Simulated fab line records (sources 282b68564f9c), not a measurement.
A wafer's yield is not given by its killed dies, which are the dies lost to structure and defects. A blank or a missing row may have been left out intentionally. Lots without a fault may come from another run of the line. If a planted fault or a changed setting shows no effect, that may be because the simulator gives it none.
Struck lot and sound lot, side by side	flow rit_cmos	21 out of 202 route steps
Sound: wafers L938.3, L938.5, L938.6. The struck wafers were L941.2, L941.5, L941.6. The cause is named last.
At each step with rows: each side's tool, then ch and its chambers, then its first start. Under that, the readings that differ: sound wafers	struck wafers	difference of the means	sigmas: that difference in standard deviations of wafers without a fault.
alike: same words and numbers on both sides, and readings whose means sit less than 2 such deviations apart. not compared: any withheld reading, any reading some wafer has no value for, any bound like >300 that may hide the same value, and any number with overlapping values for which the record gives no deviation.
A row with sigmas, a row that says differs or no value, or rows on one side alone: a step with any of these is where the two part. When numbers do not overlap yet have no deviation, they are printed without sigmas and do not part them. A reading missing from all wafers of one side parts the sides only when that side holds two or more wafers.

first, 6 steps without rows for these wafers: RIT_NRETRO_HMDS_00 (prime time 60 s); RIT_NRETRO_COAT_01 (resist thk 1300 nm); RIT_NRETRO_SOFTBAKE_02 (time 60 s); RIT_NRETRO_EXPOSE_03 (exposes mask M4, target cd 43900 nm); RIT_NRETRO_PEB_04; RIT_NRETRO_DEVELOP_05 (develop time 68 s).
RIT_NRETRO_OVL_MEAS_06:
  struck on overlay-01, day 5 05:59; sound on overlay-01, day 4 16:56
reading	sound	struck	difference	sigmas
NRETRO_OVL (nm)	1.0 0.3 3.0	-3.6 -0.8 -0.9	-3.2	-2
then, 2 steps without rows for these wafers: RIT_NRETRO_HARDBAKE_07 (time 120 s); RIT_NRETRO_IMPLANT_08.
RIT_NRETRO_STRIP_09: strips in O2, time 180 s.
  sound on plasma_asher-01 ch 0,1, day 4 17:25; struck on plasma_asher-04 ch 0,1, day 5 06:25
  alike: drypump_motor_current_A
  not compared: rf_hours_counter_h
RIT_NRETRO_TW_MEAS_10:
  struck on film_metro-03, day 5 06:37; sound on film_metro-02, day 4 17:34
reading	sound	struck	difference	sigmas
NRETRO_TW	1038 1036 1037	1046 1050 1047	+11	+2
then, 1 step without rows for these wafers: RIT_PRETRO_HMDS_00 (prime time 60 s).
RIT_PRETRO_COAT_01: resist thk 1300 nm.
  sound on litho_track-02 ch 0, day 4 17:48; struck on litho_track-03 ch 0, day 5 06:55
reading	sound	struck	difference	sigmas
spin_speed_rpm (rpm)	2001.0 1999.3 2000.2	1859.4 1857.7 1858.6	-141.6	-99 or more
model.NOVOLAK_of_PRETRO_COAT_01.thk_nm (nm)	1296 1296 1293	1345 1343 1343	+49	
then, 4 steps without rows for these wafers: RIT_PRETRO_SOFTBAKE_02 (time 60 s); RIT_PRETRO_EXPOSE_03 (exposes mask M5, target cd 43700 nm); RIT_PRETRO_PEB_04; RIT_PRETRO_DEVELOP_05 (develop time 68 s).
RIT_PRETRO_OVL_MEAS_06:
  struck on overlay-01, day 5 07:44; sound on overlay-01, day 4 18:37
  alike: PRETRO_OVL
RIT_PRETRO_HARDBAKE_07: time 120 s.
  sound on litho_track-03 ch 0, day 4 18:43; struck on litho_track-02 ch 0, day 5 07:49
reading	sound	struck	difference	sigmas
model.NOVOLAK_of_PRETRO_COAT_01.thk_nm (nm)	1133 1133 1131	1175 1174 1174	+42	
next, for these wafers, 1 step has no rows: RIT_PRETRO_IMPLANT_08.
RIT_M1_PROBE_99:
  the record has rows for the sound wafers here (prober-02, day 5 21:49) and none for the struck ones

WHERE THEY PART
Earliest at RIT_NRETRO_OVL_MEAS_06; latest, in this record, at RIT_M1_PROBE_99.

WHY: what had been put in by the simulator
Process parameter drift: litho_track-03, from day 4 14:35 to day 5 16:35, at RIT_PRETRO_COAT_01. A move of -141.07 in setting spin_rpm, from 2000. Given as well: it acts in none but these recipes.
